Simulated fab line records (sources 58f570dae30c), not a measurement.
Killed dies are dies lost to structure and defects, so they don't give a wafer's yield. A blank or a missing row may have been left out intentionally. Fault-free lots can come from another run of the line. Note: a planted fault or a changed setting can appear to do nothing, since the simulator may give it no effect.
Which tool was responsible? || flow berkeley cmos170 || Sampling: 24 lots, 72 wafers, 6 of 331 route steps

== WHAT EACH GAUGE READ, for each wafer ==
UCB170_ACTIVE_OVL_MEAS_14. Usual: for ACTIVE_OVL the level is -1 nm and the standard deviation is 5.7.
{"lot": "L075", "measured": "day 4 07:47", "on": "overlay-01", "ACTIVE_OVL (nm)": "1 -3 3", "flag": ""}
{"lot": "L074", "measured": "day 4 07:54", "on": "overlay-02", "ACTIVE_OVL (nm)": "0 -3 0", "flag": ""}
{"lot": "L077", "measured": "day 4 16:59", "on": "overlay-01", "ACTIVE_OVL (nm)": "0 -11 4", "flag": ""}
{"lot": "L076", "measured": "day 4 17:19", "on": "overlay-01", "ACTIVE_OVL (nm)": "-6 -6 -12", "flag": ""}
{"lot": "L078", "measured": "day 5 04:26", "on": "overlay-02", "ACTIVE_OVL (nm)": "-8 -1 -9", "flag": ""}
{"lot": "L079", "measured": "day 5 06:57", "on": "overlay-02", "ACTIVE_OVL (nm)": "7 3 0", "flag": ""}
{"lot": "L080", "measured": "day 5 06:59", "on": "overlay-02", "ACTIVE_OVL (nm)": "-2 13 11", "flag": ""}
{"lot": "L082", "measured": "day 5 23:17", "on": "overlay-02", "ACTIVE_OVL (nm)": "0 -5 -3", "flag": ""}
{"lot": "L081", "measured": "day 5 23:42", "on": "overlay-02", "ACTIVE_OVL (nm)": "-1 -12 5", "flag": ""}
{"lot": "L083", "measured": "day 6 05:45", "on": "overlay-02", "ACTIVE_OVL (nm)": "-6 5 -2", "flag": ""}
{"lot": "L084", "measured": "day 6 09:37", "on": "overlay-02", "ACTIVE_OVL (nm)": "-4 0 -2", "flag": ""}
{"lot": "L085", "measured": "day 6 09:49", "on": "overlay-02", "ACTIVE_OVL (nm)": "2 -1 4", "flag": ""}
{"lot": "L086", "measured": "day 7 02:23", "on": "overlay-01", "ACTIVE_OVL (nm)": "2 -4 0", "flag": ""}
{"lot": "L088", "measured": "day 7 02:34", "on": "overlay-02", "ACTIVE_OVL (nm)": "9 -1 -3", "flag": ""}
{"lot": "L087", "measured": "day 7 02:49", "on": "overlay-02", "ACTIVE_OVL (nm)": "-7 -10 0", "flag": ""}
{"lot": "L090", "measured": "day 7 13:11", "on": "overlay-01", "ACTIVE_OVL (nm)": "13 9 5", "flag": ""}
{"lot": "L089", "measured": "day 7 13:17", "on": "overlay-02", "ACTIVE_OVL (nm)": "8 12 5", "flag": ""}
{"lot": "L091", "measured": "day 7 13:25", "on": "overlay-01", "ACTIVE_OVL (nm)": "-7 -5 -10", "flag": ""}
{"lot": "L092", "measured": "day 7 19:31", "on": "overlay-02", "ACTIVE_OVL (nm)": "-4 -11 -1", "flag": ""}
{"lot": "L093", "measured": "day 8 07:49", "on": "overlay-01", "ACTIVE_OVL (nm)": "0 7 -1", "flag": ""}
{"lot": "L096", "measured": "day 8 16:49", "on": "overlay-02", "ACTIVE_OVL (nm)": "-2 3 2", "flag": ""}
{"lot": "L095", "measured": "day 8 17:05", "on": "overlay-01", "ACTIVE_OVL (nm)": "2 4 -3", "flag": ""}
{"lot": "L094", "measured": "day 8 17:10", "on": "overlay-02", "ACTIVE_OVL (nm)": "-9 -2 -1", "flag": ""}
{"lot": "L097", "measured": "day 8 23:34", "on": "overlay-01", "ACTIVE_OVL (nm)": "3 1 4", "flag": ""}

UCB170_V1_CD_MEAS_12 targets a cd of 700 nm. Usual: cd nm 700.3 nm, standard deviation 1.3.
{"lot": "L075", "measured": "day 7 16:44", "on": "cd sem-01", "cd nm (nm)": "701.6 702.5 701.9", "flag": ""}
{"lot": "L074", "measured": "day 7 17:01", "on": "cd sem-01", "cd nm (nm)": "702.1 700.8 701.1", "flag": ""}
{"lot": "L077", "measured": "day 7 16:13", "on": "cd sem-02", "cd nm (nm)": "699.6 699.0 699.9", "flag": ""}
{"lot": "L076", "measured": "day 7 16:59", "on": "cd sem-02", "cd nm (nm)": "701.0 700.8 699.6", "flag": ""}
{"lot": "L078", "measured": "day 8 05:08", "on": "cd sem-01", "cd nm (nm)": "698.6 698.3 699.3", "flag": ""}
{"lot": "L079", "measured": "day 8 11:22", "on": "cd sem-02", "cd nm (nm)": "701.9 700.8 700.4", "flag": ""}
{"lot": "L080", "measured": "day 8 11:15", "on": "cd sem-01", "cd nm (nm)": "701.8 699.7 700.8", "flag": ""}
{"lot": "L082", "measured": "day 9 04:58", "on": "cd sem-01", "cd nm (nm)": "702.0 701.6 701.9", "flag": ""}
{"lot": "L081", "measured": "day 9 04:44", "on": "cd sem-01", "cd nm (nm)": "698.9 700.8 699.0", "flag": ""}
{"lot": "L083", "measured": "day 9 08:27", "on": "cd sem-01", "cd nm (nm)": "699.7 697.9 697.1", "flag": ""}
{"lot": "L084", "measured": "day 9 20:02", "on": "cd sem-01", "cd nm (nm)": "700.9 699.2 701.0", "flag": ""}
{"lot": "L085", "measured": "day 9 20:16", "on": "cd sem-02", "cd nm (nm)": "699.3 698.1 699.5", "flag": ""}
{"lot": "L086", "measured": "day 10 06:05", "on": "cd sem-02", "cd nm (nm)": "700.1 698.7 698.1", "flag": ""}
{"lot": "L088", "measured": "day 10 06:22", "on": "cd sem-02", "cd nm (nm)": "699.9 699.8 700.1", "flag": ""}
{"lot": "L087", "measured": "day 10 06:38", "on": "cd sem-02", "cd nm (nm)": "701.9 700.6 700.8", "flag": ""}
{"lot": "L090", "measured": "day 11 02:18", "on": "cd sem-01", "cd nm (nm)": "699.3 700.2 700.6", "flag": ""}
{"lot": "L089", "measured": "day 11 02:08", "on": "cd sem-02", "cd nm (nm)": "699.8 700.2 701.1", "flag": ""}
{"lot": "L091", "measured": "day 11 02:43", "on": "cd sem-02", "cd nm (nm)": "699.2 700.4 699.3", "flag": ""}
{"lot": "L092", "measured": "day 11 06:49", "on": "cd sem-01", "cd nm (nm)": "701.4 701.0 700.9", "flag": ""}
{"lot": "L093", "measured": "day 11 19:53", "on": "cd sem-02", "cd nm (nm)": "700.0 700.4 700.0", "flag": ""}
{"lot": "L096", "measured": "day 12 02:20", "on": "cd sem-02", "cd nm (nm)": "703.4 703.2 703.1", "flag": ""}
{"lot": "L095", "measured": "day 12 02:02", "on": "cd sem-02", "cd nm (nm)": "700.5 701.4 699.6", "flag": ""}
{"lot": "L094", "measured": "day 12 01:31", "on": "cd sem-02", "cd nm (nm)": "699.7 701.7 700.5", "flag": ""}
{"lot": "L097", "measured": "day 12 12:26", "on": "cd sem-02", "cd nm (nm)": "699.0 699.1 699.5", "flag": ""}

UCB170_M2_CD_MEAS_90 targets a cd of 700 nm. Usual: cd nm 700 nm, standard deviation 3.2.
{"lot": "L075", "measured": "day 7 21:08", "on": "cd sem-01", "cd nm (nm)": "697 697 693", "flag": ""}
{"lot": "L074", "measured": "day 7 21:52", "on": "cd sem-02", "cd nm (nm)": "703 704 701", "flag": ""}
{"lot": "L077", "measured": "day 7 20:57", "on": "cd sem-01", "cd nm (nm)": "702 702 706", "flag": ""}
{"lot": "L076", "measured": "day 7 21:40", "on": "cd sem-01", "cd nm (nm)": "704 704 699", "flag": ""}
{"lot": "L078", "measured": "day 8 08:16", "on": "cd sem-01", "cd nm (nm)": "704 701 701", "flag": ""}
{"lot": "L079", "measured": "day 8 15:28", "on": "cd sem-02", "cd nm (nm)": "702 705 702", "flag": ""}
{"lot": "L080", "measured": "day 8 15:35", "on": "cd sem-02", "cd nm (nm)": "693 697 694", "flag": ""}
{"lot": "L082", "measured": "day 9 08:02", "on": "cd sem-02", "cd nm (nm)": "701 702 702", "flag": ""}
{"lot": "L081", "measured": "day 9 07:49", "on": "cd sem-01", "cd nm (nm)": "700 707 699", "flag": ""}
{"lot": "L083", "measured": "day 9 11:45", "on": "cd sem-02", "cd nm (nm)": "696 697 694", "flag": ""}
{"lot": "L084", "measured": "day 9 23:11", "on": "cd sem-01", "cd nm (nm)": "699 704 704", "flag": ""}
{"lot": "L085", "measured": "day 9 23:24", "on": "cd sem-02", "cd nm (nm)": "700 699 701", "flag": ""}
{"lot": "L086", "measured": "day 10 09:09", "on": "cd sem-01", "cd nm (nm)": "699 703 699", "flag": ""}
{"lot": "L088", "measured": "day 10 09:36", "on": "cd sem-01", "cd nm (nm)": "699 698 698", "flag": ""}
{"lot": "L087", "measured": "day 10 09:52", "on": "cd sem-02", "cd nm (nm)": "700 696 697", "flag": ""}
{"lot": "L090", "measured": "day 11 06:14", "on": "cd sem-01", "cd nm (nm)": "694 694 703", "flag": ""}
{"lot": "L089", "measured": "day 11 06:29", "on": "cd sem-02", "cd nm (nm)": "696 696 695", "flag": ""}
{"lot": "L091", "measured": "day 11 06:38", "on": "cd sem-01", "cd nm (nm)": "700 696 700", "flag": ""}
{"lot": "L092", "measured": "day 11 11:28", "on": "cd sem-01", "cd nm (nm)": "695 698 701", "flag": ""}
{"lot": "L093", "measured": "day 11 22:56", "on": "cd sem-02", "cd nm (nm)": "699 702 694", "flag": ""}
{"lot": "L096", "measured": "day 12 05:35", "on": "cd sem-01", "cd nm (nm)": "702 701 701", "flag": ""}
{"lot": "L095", "measured": "day 12 05:16", "on": "cd sem-02", "cd nm (nm)": "699 700 697", "flag": ""}
{"lot": "L094", "measured": "day 12 04:37", "on": "cd sem-01", "cd nm (nm)": "704 703 700", "flag": ""}
{"lot": "L097", "measured": "day 12 15:44", "on": "cd sem-01", "cd nm (nm)": "703 697 694", "flag": ""}

UCB170_V2_THK_MEAS_01. Usual: for V2_TEOS_THK the level is 2006 nm and the standard deviation is 26.
{"lot": "L075", "measured": "day 7 21:25", "on": "film metro-03", "V2_TEOS_THK (nm)": "1990 2018 2011", "flag": ""}
{"lot": "L074", "measured": "day 7 22:08", "on": "film metro-01", "V2_TEOS_THK (nm)": "1991 2025 2018", "flag": ""}
{"lot": "L077", "measured": "day 7 21:13", "on": "film metro-04", "V2_TEOS_THK (nm)": "1988 2020 2022", "flag": ""}
{"lot": "L076", "measured": "day 7 21:55", "on": "film metro-03", "V2_TEOS_THK (nm)": "1988 2048 1999", "flag": ""}
{"lot": "L078", "measured": "day 8 08:33", "on": "film metro-03", "V2_TEOS_THK (nm)": "1992 2056 2013", "flag": ""}
{"lot": "L079", "measured": "day 8 15:45", "on": "film metro-04", "V2_TEOS_THK (nm)": "2040 1974 2031", "flag": ""}
{"lot": "L080", "measured": "day 8 15:52", "on": "film metro-03", "V2_TEOS_THK (nm)": "1968 2013 2016", "flag": ""}
{"lot": "L082", "measured": "day 9 08:19", "on": "film metro-04", "V2_TEOS_THK (nm)": "2001 2015 2014", "flag": ""}
{"lot": "L081", "measured": "day 9 08:04", "on": "film metro-03", "V2_TEOS_THK (nm)": "2025 2035 2033", "flag": ""}
{"lot": "L083", "measured": "day 9 12:01", "on": "film metro-03", "V2_TEOS_THK (nm)": "1981 2016 2014", "flag": ""}
{"lot": "L084", "measured": "day 9 23:26", "on": "film metro-04", "V2_TEOS_THK (nm)": "2002 2045 2029", "flag": ""}
{"lot": "L085", "measured": "day 9 23:40", "on": "film metro-01", "V2_TEOS_THK (nm)": "1972 2001 2003", "flag": ""}
{"lot": "L086", "measured": "day 10 09:30", "on": "film metro-04", "V2_TEOS_THK (nm)": "1972 1997 2047", "flag": ""}
{"lot": "L088", "measured": "day 10 09:52", "on": "film metro-01", "V2_TEOS_THK (nm)": "1964 2025 2042", "flag": ""}
{"lot": "L087", "measured": "day 10 10:08", "on": "film metro-04", "V2_TEOS_THK (nm)": "2022 2034 2075", "flag": ""}
{"lot": "L090", "measured": "day 11 06:30", "on": "film metro-01", "V2_TEOS_THK (nm)": "1979 1992 2028", "flag": ""}
{"lot": "L089", "measured": "day 11 06:45", "on": "film metro-03", "V2_TEOS_THK (nm)": "1985 2011 2015", "flag": ""}
{"lot": "L091", "measured": "day 11 06:55", "on": "film metro-03", "V2_TEOS_THK (nm)": "1987 2038 2017", "flag": ""}
{"lot": "L092", "measured": "day 11 11:52", "on": "film metro-03", "V2_TEOS_THK (nm)": "2014 2035 2019", "flag": ""}
{"lot": "L093", "measured": "day 11 23:13", "on": "film metro-03", "V2_TEOS_THK (nm)": "2005 2020 1996", "flag": ""}
{"lot": "L096", "measured": "day 12 05:50", "on": "film metro-03", "V2_TEOS_THK (nm)": "1989 2017 2009", "flag": ""}
{"lot": "L095", "measured": "day 12 05:32", "on": "film metro-03", "V2_TEOS_THK (nm)": "1974 2033 1990", "flag": ""}
{"lot": "L094", "measured": "day 12 04:52", "on": "film metro-04", "V2_TEOS_THK (nm)": "1978 2013 1997", "flag": ""}
{"lot": "L097", "measured": "day 12 15:59", "on": "film metro-03", "V2_TEOS_THK (nm)": "1957 2008 1996", "flag": ""}

== TOOL THAT RAN EACH LOT (tool first, then ch and the chambers of the sampled wafers, then the start) ==
{"lot": "L075", "UCB170_SPACER_ETCHBACK_03": "rie diel-02 ch 0,1,3, day 6 16:51", "UCB170_V1_STRIP_15": "plasma asher-01 ch 0,1, day 7 17:04"}
{"lot": "L074", "UCB170_SPACER_ETCHBACK_03": "rie diel-02 ch 1,2,3, day 6 16:55", "UCB170_V1_STRIP_15": "plasma asher-03 ch 0,1, day 7 17:20"}
{"lot": "L077", "UCB170_SPACER_ETCHBACK_03": "rie diel-01 ch 0,1, day 6 16:51", "UCB170_V1_STRIP_15": "plasma asher-03 ch 0,1, day 7 16:33"}
{"lot": "L076", "UCB170_SPACER_ETCHBACK_03": "rie diel-04 ch 0,2,3, day 6 16:51", "UCB170_V1_STRIP_15": "plasma asher-02 ch 0,1, day 7 17:19"}
{"lot": "L078", "UCB170_SPACER_ETCHBACK_03": "rie diel-02 ch 0,3, day 7 04:28", "UCB170_V1_STRIP_15": "plasma asher-03 ch 0,1, day 8 05:29"}
{"lot": "L079", "UCB170_SPACER_ETCHBACK_03": "rie diel-04 ch 1,2,3, day 7 14:14", "UCB170_V1_STRIP_15": "plasma asher-02 ch 0,1, day 8 11:43"}
{"lot": "L080", "UCB170_SPACER_ETCHBACK_03": "rie diel-01 ch 0,3, day 7 14:14", "UCB170_V1_STRIP_15": "plasma asher-03 ch 0,1, day 8 11:35"}
{"lot": "L082", "UCB170_SPACER_ETCHBACK_03": "rie diel-01 ch 1,3, day 8 07:16", "UCB170_V1_STRIP_15": "plasma asher-03 ch 0, day 9 05:18"}
{"lot": "L081", "UCB170_SPACER_ETCHBACK_03": "rie diel-04 ch 0,2,3, day 8 07:16", "UCB170_V1_STRIP_15": "plasma asher-01 ch 0,1, day 9 05:04"}
{"lot": "L083", "UCB170_SPACER_ETCHBACK_03": "rie diel-02 ch 0,2,3, day 8 13:18", "UCB170_V1_STRIP_15": "plasma asher-03 ch 0,1, day 9 08:47"}
{"lot": "L084", "UCB170_SPACER_ETCHBACK_03": "rie diel-04 ch 0,3, day 8 23:00", "UCB170_V1_STRIP_15": "plasma asher-02 ch 0,1, day 9 20:22"}
{"lot": "L085", "UCB170_SPACER_ETCHBACK_03": "rie diel-02 ch 0,1,2, day 8 23:00", "UCB170_V1_STRIP_15": "plasma asher-02 ch 0,1, day 9 20:34"}
{"lot": "L086", "UCB170_SPACER_ETCHBACK_03": "rie diel-01 ch 1,2,3, day 9 10:39", "UCB170_V1_STRIP_15": "plasma asher-02 ch 0,1, day 10 06:25"}
{"lot": "L088", "UCB170_SPACER_ETCHBACK_03": "rie diel-04 ch 1,3, day 9 10:39", "UCB170_V1_STRIP_15": "plasma asher-01 ch 0,1, day 10 06:41"}
{"lot": "L087", "UCB170_SPACER_ETCHBACK_03": "rie diel-02 ch 1,2,3, day 9 10:39", "UCB170_V1_STRIP_15": "plasma asher-02 ch 0,1, day 10 06:58"}
{"lot": "L090", "UCB170_SPACER_ETCHBACK_03": "rie diel-01 ch 1,3, day 10 02:49", "UCB170_V1_STRIP_15": "plasma asher-03 ch 0,1, day 11 02:37"}
{"lot": "L089", "UCB170_SPACER_ETCHBACK_03": "rie diel-04 ch 0,1,2, day 10 02:49", "UCB170_V1_STRIP_15": "plasma asher-01 ch 0,1, day 11 02:28"}
{"lot": "L091", "UCB170_SPACER_ETCHBACK_03": "rie diel-02 ch 0,1,2, day 10 02:49", "UCB170_V1_STRIP_15": "plasma asher-01 ch 0,1, day 11 03:01"}
{"lot": "L092", "UCB170_SPACER_ETCHBACK_03": "rie diel-01 ch 0,1,3, day 10 10:14", "UCB170_V1_STRIP_15": "plasma asher-01 ch 0,1, day 11 07:09"}
{"lot": "L093", "UCB170_SPACER_ETCHBACK_03": "rie diel-01 ch 0,1,3, day 10 23:15", "UCB170_V1_STRIP_15": "plasma asher-02 ch 0,1, day 11 20:13"}
{"lot": "L096", "UCB170_SPACER_ETCHBACK_03": "rie diel-04 ch 0,1, day 11 03:43", "UCB170_V1_STRIP_15": "plasma asher-03 ch 0,1, day 12 02:40"}
{"lot": "L095", "UCB170_SPACER_ETCHBACK_03": "rie diel-01 ch 0,1, day 11 03:43", "UCB170_V1_STRIP_15": "plasma asher-01 ch 0, day 12 02:22"}
{"lot": "L094", "UCB170_SPACER_ETCHBACK_03": "rie diel-02 ch 0,2,3, day 11 03:43", "UCB170_V1_STRIP_15": "plasma asher-03 ch 0,1, day 12 01:51"}
{"lot": "L097", "UCB170_SPACER_ETCHBACK_03": "rie diel-04 ch 0,3, day 11 14:59", "UCB170_V1_STRIP_15": "plasma asher-02 ch 0,1, day 12 12:45"}
- UCB170_SPACER_ETCHBACK_03: etches SiO2 in CHF3/CF4/Ar, stops on Si, target depth 376 nm, time 100 s.
- UCB170_V1_STRIP_15: strips in O2.

== WHAT THE TOOLS THEMSELVES READ (means of the sampled wafers that have a number; where no wafer has one, the mark that the record gives instead) ==
UCB170_SPACER_ETCHBACK_03. Usual: CHF3_flow_sccm 50.01 sccm, standard deviation 0.15; chamber pressure mTorr 199.98 mTorr, standard deviation 0.18; drypump motor current A 5.7 A, standard deviation 0.43; oes product au 0.904 a.u., standard deviation 0.015; throttle valve pct 6.52 %, standard deviation 0.12.
{"lot": "L075", "tool": "rie diel-02", "CHF3_flow_sccm (sccm)": 50.01, "chamber pressure mTorr (mTorr)": 199.94, "drypump motor current A (A)": 5.9, "oes product au (a.u.)": 0.893, "throttle valve pct (%)": 6.53, "flag": ""}
{"lot": "L074", "tool": "rie diel-02", "CHF3_flow_sccm (sccm)": 49.91, "chamber pressure mTorr (mTorr)": 200.00, "drypump motor current A (A)": 5.8, "oes product au (a.u.)": 0.904, "throttle valve pct (%)": 6.57, "flag": ""}
{"lot": "L077", "tool": "rie diel-01", "CHF3_flow_sccm (sccm)": 50.23, "chamber pressure mTorr (mTorr)": 200.05, "drypump motor current A (A)": 6.2, "oes product au (a.u.)": 0.902, "throttle valve pct (%)": 6.68, "flag": ""}
{"lot": "L076", "tool": "rie diel-04", "CHF3_flow_sccm (sccm)": 49.94, "chamber pressure mTorr (mTorr)": 199.90, "drypump motor current A (A)": 5.3, "oes product au (a.u.)": 0.916, "throttle valve pct (%)": 6.49, "flag": ""}
{"lot": "L078", "tool": "rie diel-02", "CHF3_flow_sccm (sccm)": 49.95, "chamber pressure mTorr (mTorr)": 199.92, "drypump motor current A (A)": 5.8, "oes product au (a.u.)": 0.888, "throttle valve pct (%)": 6.46, "flag": ""}
{"lot": "L079", "tool": "rie diel-04", "CHF3_flow_sccm (sccm)": 50.07, "chamber pressure mTorr (mTorr)": 199.85, "drypump motor current A (A)": 5.5, "oes product au (a.u.)": 0.908, "throttle valve pct (%)": 6.39, "flag": ""}
{"lot": "L080", "tool": "rie diel-01", "CHF3_flow_sccm (sccm)": 50.00, "chamber pressure mTorr (mTorr)": 200.10, "drypump motor current A (A)": 5.6, "oes product au (a.u.)": 0.895, "throttle valve pct (%)": 6.49, "flag": ""}
{"lot": "L082", "tool": "rie diel-01", "CHF3_flow_sccm (sccm)": 50.03, "chamber pressure mTorr (mTorr)": 199.96, "drypump motor current A (A)": 6.1, "oes product au (a.u.)": 0.889, "throttle valve pct (%)": 6.59, "flag": ""}
{"lot": "L081", "tool": "rie diel-04", "CHF3_flow_sccm (sccm)": 49.98, "chamber pressure mTorr (mTorr)": 199.99, "drypump motor current A (A)": 5.4, "oes product au (a.u.)": 0.906, "throttle valve pct (%)": 6.49, "flag": ""}
{"lot": "L083", "tool": "rie diel-02", "CHF3_flow_sccm (sccm)": 50.08, "chamber pressure mTorr (mTorr)": 199.93, "drypump motor current A (A)": 5.7, "oes product au (a.u.)": 0.896, "throttle valve pct (%)": 6.50, "flag": ""}
{"lot": "L084", "tool": "rie diel-04", "CHF3_flow_sccm (sccm)": 49.82, "chamber pressure mTorr (mTorr)": 200.10, "drypump motor current A (A)": 5.0, "oes product au (a.u.)": 0.916, "throttle valve pct (%)": 6.51, "flag": ""}
{"lot": "L085", "tool": "rie diel-02", "CHF3_flow_sccm (sccm)": 50.02, "chamber pressure mTorr (mTorr)": 199.94, "drypump motor current A (A)": 5.8, "oes product au (a.u.)": 0.886, "throttle valve pct (%)": 6.55, "flag": ""}
{"lot": "L086", "tool": "rie diel-01", "CHF3_flow_sccm (sccm)": 50.31, "chamber pressure mTorr (mTorr)": 199.79, "drypump motor current A (A)": 6.0, "oes product au (a.u.)": 0.897, "throttle valve pct (%)": 6.57, "flag": ""}
{"lot": "L088", "tool": "rie diel-04", "CHF3_flow_sccm (sccm)": 49.87, "chamber pressure mTorr (mTorr)": 200.01, "drypump motor current A (A)": 5.2, "oes product au (a.u.)": 0.919, "throttle valve pct (%)": 6.40, "flag": ""}
{"lot": "L087", "tool": "rie diel-02", "CHF3_flow_sccm (sccm)": 50.09, "chamber pressure mTorr (mTorr)": 200.09, "drypump motor current A (A)": 5.8, "oes product au (a.u.)": 0.894, "throttle valve pct (%)": 6.57, "flag": ""}
{"lot": "L090", "tool": "rie diel-01", "CHF3_flow_sccm (sccm)": 49.90, "chamber pressure mTorr (mTorr)": 199.98, "drypump motor current A (A)": 5.8, "oes product au (a.u.)": 0.915, "throttle valve pct (%)": 6.51, "flag": ""}
{"lot": "L089", "tool": "rie diel-04", "CHF3_flow_sccm (sccm)": 49.88, "chamber pressure mTorr (mTorr)": 200.00, "drypump motor current A (A)": 5.7, "oes product au (a.u.)": 0.915, "throttle valve pct (%)": 6.40, "flag": ""}
{"lot": "L091", "tool": "rie diel-02", "CHF3_flow_sccm (sccm)": 49.99, "chamber pressure mTorr (mTorr)": 200.16, "drypump motor current A (A)": 5.8, "oes product au (a.u.)": 0.897, "throttle valve pct (%)": 6.54, "flag": ""}
{"lot": "L092", "tool": "rie diel-01", "CHF3_flow_sccm (sccm)": 50.13, "chamber pressure mTorr (mTorr)": 199.82, "drypump motor current A (A)": 5.9, "oes product au (a.u.)": 0.904, "throttle valve pct (%)": 6.58, "flag": ""}
{"lot": "L093", "tool": "rie diel-01", "CHF3_flow_sccm (sccm)": 49.98, "chamber pressure mTorr (mTorr)": 199.81, "drypump motor current A (A)": 6.0, "oes product au (a.u.)": 0.912, "throttle valve pct (%)": 6.57, "flag": ""}
{"lot": "L096", "tool": "rie diel-04", "CHF3_flow_sccm (sccm)": 50.00, "chamber pressure mTorr (mTorr)": 200.15, "drypump motor current A (A)": 5.9, "oes product au (a.u.)": 0.925, "throttle valve pct (%)": 6.35, "flag": ""}
{"lot": "L095", "tool": "rie diel-01", "CHF3_flow_sccm (sccm)": 49.91, "chamber pressure mTorr (mTorr)": 199.96, "drypump motor current A (A)": 6.1, "oes product au (a.u.)": 0.909, "throttle valve pct (%)": 6.66, "flag": ""}
{"lot": "L094", "tool": "rie diel-02", "CHF3_flow_sccm (sccm)": 50.00, "chamber pressure mTorr (mTorr)": 199.90, "drypump motor current A (A)": 5.7, "oes product au (a.u.)": 0.899, "throttle valve pct (%)": 6.50, "flag": ""}
{"lot": "L097", "tool": "rie diel-04", "CHF3_flow_sccm (sccm)": 50.09, "chamber pressure mTorr (mTorr)": 199.90, "drypump motor current A (A)": 5.3, "oes product au (a.u.)": 0.909, "throttle valve pct (%)": 6.53, "flag": ""}

UCB170_V1_STRIP_15. Usual: chamber pressure mTorr 3500 mTorr, standard deviation 3.2; drypump motor current A 5.7 A, standard deviation 0.44; oes product au 0.723 a.u., standard deviation 0.0043; strip time to endpoint s 15.27 s, standard deviation 0.13.
{"lot": "L075", "tool": "plasma asher-01", "chamber pressure mTorr (mTorr)": 3498, "drypump motor current A (A)": 5.3, "oes product au (a.u.)": 0.721, "strip time to endpoint s (s)": 15.23, "flag": ""}
{"lot": "L074", "tool": "plasma asher-03", "chamber pressure mTorr (mTorr)": 3498, "drypump motor current A (A)": 5.9, "oes product au (a.u.)": 0.726, "strip time to endpoint s (s)": 15.10, "flag": ""}
{"lot": "L077", "tool": "plasma asher-03", "chamber pressure mTorr (mTorr)": 3503, "drypump motor current A (A)": 5.9, "oes product au (a.u.)": 0.724, "strip time to endpoint s (s)": 15.17, "flag": ""}
{"lot": "L076", "tool": "plasma asher-02", "chamber pressure mTorr (mTorr)": 3500, "drypump motor current A (A)": 5.8, "oes product au (a.u.)": 0.723, "strip time to endpoint s (s)": 15.31, "flag": ""}
{"lot": "L078", "tool": "plasma asher-03", "chamber pressure mTorr (mTorr)": 3500, "drypump motor current A (A)": 5.7, "oes product au (a.u.)": 0.724, "strip time to endpoint s (s)": 15.28, "flag": ""}
{"lot": "L079", "tool": "plasma asher-02", "chamber pressure mTorr (mTorr)": 3501, "drypump motor current A (A)": 6.1, "oes product au (a.u.)": 0.723, "strip time to endpoint s (s)": 15.35, "flag": ""}
{"lot": "L080", "tool": "plasma asher-03", "chamber pressure mTorr (mTorr)": 3503, "drypump motor current A (A)": 5.7, "oes product au (a.u.)": 0.723, "strip time to endpoint s (s)": 15.25, "flag": ""}
{"lot": "L082", "tool": "plasma asher-03", "chamber pressure mTorr (mTorr)": 3498, "drypump motor current A (A)": 5.6, "oes product au (a.u.)": 0.722, "strip time to endpoint s (s)": 15.27, "flag": ""}
{"lot": "L081", "tool": "plasma asher-01", "chamber pressure mTorr (mTorr)": 3498, "drypump motor current A (A)": 5.3, "oes product au (a.u.)": 0.722, "strip time to endpoint s (s)": 15.21, "flag": ""}
{"lot": "L083", "tool": "plasma asher-03", "chamber pressure mTorr (mTorr)": 3500, "drypump motor current A (A)": 5.7, "oes product au (a.u.)": 0.725, "strip time to endpoint s (s)": 15.26, "flag": ""}
{"lot": "L084", "tool": "plasma asher-02", "chamber pressure mTorr (mTorr)": 3501, "drypump motor current A (A)": 6.2, "oes product au (a.u.)": 0.720, "strip time to endpoint s (s)": 15.39, "flag": ""}
{"lot": "L085", "tool": "plasma asher-02", "chamber pressure mTorr (mTorr)": 3501, "drypump motor current A (A)": 5.8, "oes product au (a.u.)": 0.725, "strip time to endpoint s (s)": 15.22, "flag": ""}
{"lot": "L086", "tool": "plasma asher-02", "chamber pressure mTorr (mTorr)": 3500, "drypump motor current A (A)": 6.2, "oes product au (a.u.)": 0.724, "strip time to endpoint s (s)": 15.31, "flag": ""}
{"lot": "L088", "tool": "plasma asher-01", "chamber pressure mTorr (mTorr)": 3501, "drypump motor current A (A)": 5.3, "oes product au (a.u.)": 0.720, "strip time to endpoint s (s)": 15.36, "flag": ""}
{"lot": "L087", "tool": "plasma asher-02", "chamber pressure mTorr (mTorr)": 3499, "drypump motor current A (A)": 5.8, "oes product au (a.u.)": 0.718, "strip time to endpoint s (s)": 15.42, "flag": ""}
{"lot": "L090", "tool": "plasma asher-03", "chamber pressure mTorr (mTorr)": 3501, "drypump motor current A (A)": 5.8, "oes product au (a.u.)": 0.722, "strip time to endpoint s (s)": 15.30, "flag": ""}
{"lot": "L089", "tool": "plasma asher-01", "chamber pressure mTorr (mTorr)": 3500, "drypump motor current A (A)": 5.4, "oes product au (a.u.)": 0.726, "strip time to endpoint s (s)": 15.42, "flag": ""}
{"lot": "L091", "tool": "plasma asher-01", "chamber pressure mTorr (mTorr)": 3499, "drypump motor current A (A)": 5.3, "oes product au (a.u.)": 0.725, "strip time to endpoint s (s)": 15.03, "flag": ""}
{"lot": "L092", "tool": "plasma asher-01", "chamber pressure mTorr (mTorr)": 3499, "drypump motor current A (A)": 5.3, "oes product au (a.u.)": 0.723, "strip time to endpoint s (s)": 15.30, "flag": ""}
{"lot": "L093", "tool": "plasma asher-02", "chamber pressure mTorr (mTorr)": 3499, "drypump motor current A (A)": 6.2, "oes product au (a.u.)": 0.720, "strip time to endpoint s (s)": 15.24, "flag": ""}
{"lot": "L096", "tool": "plasma asher-03", "chamber pressure mTorr (mTorr)": 3503, "drypump motor current A (A)": 5.7, "oes product au (a.u.)": 0.724, "strip time to endpoint s (s)": 15.26, "flag": ""}
{"lot": "L095", "tool": "plasma asher-01", "chamber pressure mTorr (mTorr)": 3501, "drypump motor current A (A)": 5.6, "oes product au (a.u.)": 0.725, "strip time to endpoint s (s)": 15.17, "flag": ""}
{"lot": "L094", "tool": "plasma asher-03", "chamber pressure mTorr (mTorr)": 3501, "drypump motor current A (A)": 5.7, "oes product au (a.u.)": 0.724, "strip time to endpoint s (s)": 15.31, "flag": ""}
{"lot": "L097", "tool": "plasma asher-02", "chamber pressure mTorr (mTorr)": 3499, "drypump motor current A (A)": 5.8, "oes product au (a.u.)": 0.724, "strip time to endpoint s (s)": 15.14, "flag": ""}

== THE ANSWER, worked out from the rows above alone ==
Rule: take the mean of a lot's wafers that have a number; if it is more than 3 standard deviations from the usual mean, the lot is off. A lot without any number at a reading at which 4 lots or more have one is off too. The other lots that the step has rows for count as sound. After the gauges, taken in route order, come the tools' own readings; for these a lot's mean is taken, as printed above. The first step at which some lot is off is used, and at that step the reading that is off furthest; a lot without a number counts as furthest.
Across all readings shown, no lot is off: no conclusion can be drawn from this.

== WHAT THE SIMULATOR PUT IN ==
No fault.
